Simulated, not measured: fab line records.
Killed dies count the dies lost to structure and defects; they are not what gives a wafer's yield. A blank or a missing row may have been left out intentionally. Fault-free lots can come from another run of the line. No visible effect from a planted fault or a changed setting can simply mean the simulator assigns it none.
fab line records -- flow rit-cmos
record lots=5, wafers=15, last-day=6
route steps=202 shown ACTIVE@9
lots with no fault: from the same line, run without faults
start-h: hours from the record's first day to the start of the lot's first wafer shown -- wait-h: time in hours since the lot's previous step -- " as in the row above -- L1.1+2: several wafers, shown together as one row -- - no value, or no start was given -- * or withheld: withheld -- < > ~ a bound
route shown NAME@n: a module of which the file shows steps, and the number in the route of the first -- usual: mean/standard deviation taken from wafers without a fault -- same: alike in all rows -- chamber/n: place in a boat -- sites: readings site by site -- _std_site: standard deviation across them -- _edge_site: inner sites' mean taken away from outer sites' mean -- radius-mm: for every site, how far away it sits from the centre of the wafer -- mask NAME#n: copy n -- behind: the last tool/chamber to shape the wafer -- hold: reason for holding the lot/hours on hold/outcome of the hold -- device: whichever transistor did not switch (one of n, p or np) -- end of line: tests run on the same wafers once the route is complete -- where a step has no rows: the recipe by itself -- killed: dies that structure and defects cost at the first sort, which is not the same as the wafer's yield -- map: shows each die of a wafer: x if killed, . if not, _ if none is there
set.NAME: the run value of the setting; set.NAME@STEP: its run value at that earlier step -- model.NAME: the simulator's own value behind a step, which no gauge read
lots at some steps of the route; a table a step, a row a wafer
services: a tool's chamber out of use, with start hour (start-h, from the record's first day; less than 0 if before it), hours out, and reason
## steps
# step RIT_ACTIVE_EXPOSE_08
# recipe mask-id=M1, na=0.6, source-shape=conventional, sigma-outer=0.6, target-cd-nm=1400, dose-mj=225
lot.wafer,tool,chamber,start-h,wait-h,mask
L078.1+3+4,iline-stepper-01,0,34.16,0.2,M1#0
L081.1+2+6,iline-stepper-02,0,49.22,0.3,M1#0
L083.3+4+6,iline-stepper-02,0,59.30,0.2,M1#0
L085.3+4+6,iline-stepper-02,0,69.08,0.1,M1#0
L091.3+4+5,iline-stepper-01,0,99.08,0.1,M1#0
# step RIT_ACTIVE_PEB_09
# recipe resist=NOVOLAK, temp-c=withheld, time-s=withheld
# usual chill-plate-temp-C=*
lot.wafer,tool,chamber,start-h,wait-h,chill-plate-temp-C
L078.1,litho-track-02,0,34.28,0.1,*
L078.3,litho-track-02,0,34.28,0.1,*
L078.4,litho-track-02,0,34.28,0.1,*
L081.1,litho-track-03,0,49.34,0.1,*
L081.2,litho-track-03,0,49.34,0.1,*
L081.6,litho-track-03,0,49.34,0.1,*
L083.3,litho-track-01,0,59.42,0.1,*
L083.4,litho-track-01,0,59.42,0.1,*
L083.6,litho-track-01,0,59.42,0.1,*
L085.3,litho-track-03,0,69.21,0.1,*
L085.4,litho-track-03,0,69.21,0.1,*
L085.6,litho-track-03,0,69.21,0.1,*
L091.3,litho-track-01,0,99.21,0.1,*
L091.4,litho-track-01,0,99.21,0.1,*
L091.5,litho-track-01,0,99.21,0.1,*
# step RIT_ACTIVE_DEVELOP_10
# recipe resist=NOVOLAK, develop-time-s=50, dev-temp-c=24.07
# usual chill-plate-temp-C=23.00/0.1
# same develop-time-s=50
lot.wafer,tool,chamber,start-h,wait-h,chill-plate-temp-C
L078.1,litho-track-02,0,-,-,22.97
L078.3,litho-track-02,0,-,-,23.03
L078.4,litho-track-02,0,-,-,23.08
L081.1,litho-track-03,0,-,-,22.99
L081.2,litho-track-03,0,-,-,23.24
L081.6,litho-track-03,0,-,-,23.02
L083.3,litho-track-01,0,-,-,22.99
L083.4,litho-track-01,0,-,-,23.09
L083.6,litho-track-01,0,-,-,22.98
L085.3,litho-track-03,0,-,-,22.92
L085.4,litho-track-03,0,-,-,22.95
L085.6,litho-track-03,0,-,-,23.13
L091.3,litho-track-01,0,-,-,22.97
L091.4,litho-track-01,0,-,-,22.96
L091.5,litho-track-01,0,-,-,22.87
# step RIT_ACTIVE_CD_MEAS_11
# recipe target-cd-nm=1400
# usual cd-nm=1400.4/1.9
lot.wafer,tool,chamber,start-h,wait-h,cd-nm
L078.1,cd-sem-02,-,34.56,-,1399.3
L078.3,cd-sem-02,-,34.56,-,1397.2
L078.4,cd-sem-02,-,34.56,-,1398.4
L081.1,cd-sem-02,-,49.62,-,1402.0
L081.2,cd-sem-02,-,49.62,-,1401.0
L081.6,cd-sem-02,-,49.62,-,1401.1
L083.3,cd-sem-01,-,59.70,-,1400.5
L083.4,cd-sem-01,-,59.70,-,1400.4
L083.6,cd-sem-01,-,59.70,-,1400.2
L085.3,cd-sem-01,-,69.48,-,1397.7
L085.4,cd-sem-01,-,69.48,-,1398.5
L085.6,cd-sem-01,-,69.48,-,1397.5
L091.3,cd-sem-01,-,99.48,-,1401.1
L091.4,cd-sem-01,-,99.48,-,1400.5
L091.5,cd-sem-01,-,99.48,-,1400.8
# step RIT_ACTIVE_HARDBAKE_12
# recipe resist=NOVOLAK, temp-c=140, time-s=60
# usual chill-plate-temp-C=23.01/0.11, plate-temp-C=140.00/0.15
# same time-s=60
lot.wafer,tool,chamber,start-h,wait-h,chill-plate-temp-C,plate-temp-C
L078.1,litho-track-03,0,34.68,0.1,23.15,140.22
L078.3,litho-track-03,0,34.68,0.1,23.03,139.97
L078.4,litho-track-03,0,34.68,0.1,23.12,140.30
L081.1,litho-track-03,0,49.74,0.1,22.93,140.09
L081.2,litho-track-03,0,49.74,0.1,23.05,140.02
L081.6,litho-track-03,0,49.74,0.1,22.87,139.77
L083.3,litho-track-03,0,59.83,0.1,23.11,139.85
L083.4,litho-track-03,0,59.83,0.1,23.12,139.65
L083.6,litho-track-03,0,59.83,0.1,23.08,139.90
L085.3,litho-track-03,0,69.61,0.1,22.86,139.78
L085.4,litho-track-03,0,69.61,0.1,22.91,139.90
L085.6,litho-track-03,0,69.61,0.1,22.92,139.97
L091.3,litho-track-01,0,99.61,0.1,22.94,139.98
L091.4,litho-track-01,0,99.61,0.1,23.09,139.79
L091.5,litho-track-01,0,99.61,0.1,23.06,139.91
# step RIT_ACTIVE_ETCH_13
# recipe stop-on=SiO2, chemistry=SF6, target=Si3N4, time-s=210, over-etch-frac=0.4, SF6_flow_sccm=200, pressure-mtorr=260, rf-w=125, target-depth-a=2100
# usual chamber-pressure-mTorr=260.00/0.25, drypump-motor-current-A=5.6/0.35, oes-product-au=0.823/0.011, throttle-valve-pct=7.52/0.12
# same time-s=210
lot.wafer,tool,chamber,start-h,wait-h,chamber-pressure-mTorr,drypump-motor-current-A,oes-product-au,rf-hours-counter-h,throttle-valve-pct
L078.1,rie-diel-01,0,34.83,0.1,260.19,5.6,0.825,44,7.54
L078.3,rie-diel-01,3,34.83,0.1,260.28,5.7,0.821,1,7.66
L078.4,rie-diel-01,1,34.83,0.1,260.22,5.0,0.812,20,7.34
L081.1,rie-diel-04,2,49.89,0.1,259.88,5.6,0.822,4,7.48
L081.2,rie-diel-04,0,49.89,0.1,259.68,5.9,0.826,71,7.30
L081.6,rie-diel-04,3,49.89,0.1,259.88,5.4,0.850,-,7.58
L083.3,rie-diel-01,1,59.93,0.1,260.38,5.0,0.827,21,7.32
L083.4,rie-diel-01,3,59.93,0.1,260.46,5.7,0.829,2,7.67
L083.6,rie-diel-01,0,59.93,0.1,259.87,5.6,0.826,-,7.55
L085.3,rie-diel-02,0,69.71,0.1,260.19,5.6,0.807,46,7.68
L085.4,rie-diel-02,1,69.71,0.1,260.14,5.9,0.804,97,7.54
L085.6,rie-diel-02,0,69.71,0.1,260.01,5.6,0.820,-,7.67
L091.3,rie-diel-04,0,99.71,0.1,260.38,5.9,0.817,72,7.31
L091.4,rie-diel-04,1,99.71,0.1,260.02,5.5,0.834,109,7.50
L091.5,rie-diel-04,2,99.71,0.1,259.72,5.7,0.828,-,7.49
# step RIT_ACTIVE_STRIP_14
# recipe chemistry=O2, time-s=180, resist=NOVOLAK, platen-temp-c=withheld, power-w=500, pressure-mtorr=4000, o2-flow-sccm=4000
# usual chamber-pressure-mTorr=4000/3.4, drypump-motor-current-A=5.32/0.24
# same time-s=180
lot.wafer,tool,chamber,start-h,wait-h,chamber-pressure-mTorr,drypump-motor-current-A,rf-hours-counter-h
L078.1,plasma-asher-02,1,34.97,0.1,4000,5.65,41
L078.3,plasma-asher-02,0,34.97,0.1,3993,4.98,-
L078.4,plasma-asher-02,1,34.97,0.1,3997,5.67,-
L081.1,plasma-asher-04,1,50.03,0.1,4002,5.27,26
L081.2,plasma-asher-04,0,50.03,0.1,3998,5.40,26
L081.6,plasma-asher-04,0,50.03,0.1,4002,5.39,-
L083.3,plasma-asher-02,1,60.12,0.1,3998,5.60,-
L083.4,plasma-asher-02,0,60.12,0.1,3996,4.98,-
L083.6,plasma-asher-02,1,60.12,0.1,4003,5.60,-
L085.3,plasma-asher-02,1,69.90,0.1,4002,5.64,-
L085.4,plasma-asher-02,0,69.90,0.1,4005,4.98,-
L085.6,plasma-asher-02,1,69.90,0.1,4002,5.62,-
L091.3,plasma-asher-02,0,99.90,0.1,3996,5.02,-
L091.4,plasma-asher-02,1,99.90,0.1,3997,5.67,-
L091.5,plasma-asher-02,0,99.90,0.1,3999,4.98,-
## services
tool,chamber,start-h,hours,kind
rie-diel-02,-,16.57,0.2,repair
rie-diel-02,0,29.21,22.4,repair
plasma-asher-04,-,30.46,1.8,repair
rie-diel-04,2,39.99,5.4,repair
rie-diel-04,2,52.61,22.1,repair
rie-diel-02,3,54.94,3.4,repair
rie-diel-04,0,58.21,4.0,repair
plasma-asher-04,-,59.66,0.8,repair
rie-diel-01,1,74.32,3.9,repair
rie-diel-02,-,74.91,2.8,pm
iline-stepper-02,-,96.81,14.0,repair
## key
fault none
